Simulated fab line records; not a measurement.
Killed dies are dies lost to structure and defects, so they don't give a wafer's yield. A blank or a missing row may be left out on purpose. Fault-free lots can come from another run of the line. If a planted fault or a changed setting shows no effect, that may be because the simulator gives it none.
One fault through the eyes of 2 desks :: flow rit-cmos :: what lay behind the numbers comes last; until then each desk has only its own

## METROLOGY DESK
What the gauges read, lot by lot, whatever tool the lot ran on: means of the sampled wafers that have a number. Marked OUT: a lot whose mean sits more than 4 standard deviations from the usual mean, which makes it out of limits; the brackets give that distance.
Columns: A = PLDD_RS at RIT_SDANNEAL_RS_MEAS_06, usual 178.7 ohm/sq; B = NLDD_RS at RIT_SDANNEAL_RS_MEAS_07, usual 151.6 ohm/sq; C = SILICIDE_TI_RS at RIT_SILICIDE_RS_MEAS_02, usual 47.8 ohm/sq; D = SILICIDE_TI_THK at RIT_SILICIDE_THK_MEAS_03, usual 30.0 nm; E = CONTACT_TEOS_THK at RIT_CONTACT_THK_MEAS_01, usual 400 nm; F = cd-nm at RIT_CONTACT_CD_MEAS_08, usual 1000.5 nm; G = CONTACT_OVL at RIT_CONTACT_OVL_MEAS_09, usual 1.2 nm
lot: L745
first seen here: day 3 14:20
A: 178.7
B: 151.9
C: 47.8
D: 30.1
E: 403
F: 1000.5
G: -0.4

lot: L751
first seen here: day 4 18:43
A: 178.7
B: 151.9
C: 47.7
D: 30.0
E: 399
F: 999.9
G: 2.0

lot: L755
first seen here: day 5 14:08
A: 179.6
B: 151.5
C: 47.2
D: 30.3
E: 397
F: 1003.9
G: 1.8

lot: L756
first seen here: day 5 18:52
A: 178.1
B: 151.3
C: 48.7
D: 29.5
E: 400
F: 999.7
G: 2.3

lot: L765
first seen here: day 7 15:48
A: 178.6
B: 151.8
C: 48.0
D: 29.7
E: 400
F: 1001.5
G: 1.6

lot: L766
first seen here: day 7 21:56
A: 178.4
B: 150.8
C: 47.2
D: 30.3
E: 403
F: 1000.2
G: 2.1
Finding of this desk: none of the 6 lots has anything out of limits.

## FOR THE TOOL OWNER'S DESK: litho-track-04
The tool's own readings at RIT_CONTACT_COAT_03 (resist thk 1000 nm): means of the sampled wafers that have a number, for each lot that ran on this tool. Marked OUT: a lot whose mean sits more than 4 standard deviations from the usual mean, which makes it out of limits; the brackets give that distance.
Columns: A = spin-speed-rpm at RIT_CONTACT_COAT_03, usual 3250.3 rpm
lot: L751
first seen here: day 4 19:44
A: 3247.5

lot: L755
first seen here: day 5 15:10
A: 3246.8

lot: L756
first seen here: day 5 19:53
A: 3248.9
Finding of this desk: none of the 3 lots has anything out of limits.

## PUT TOGETHER
The metrology desk saw nothing out of limits.
The desk of the tool owner found nothing out of limits.

## WHAT THE SIMULATOR HAD INSERTED
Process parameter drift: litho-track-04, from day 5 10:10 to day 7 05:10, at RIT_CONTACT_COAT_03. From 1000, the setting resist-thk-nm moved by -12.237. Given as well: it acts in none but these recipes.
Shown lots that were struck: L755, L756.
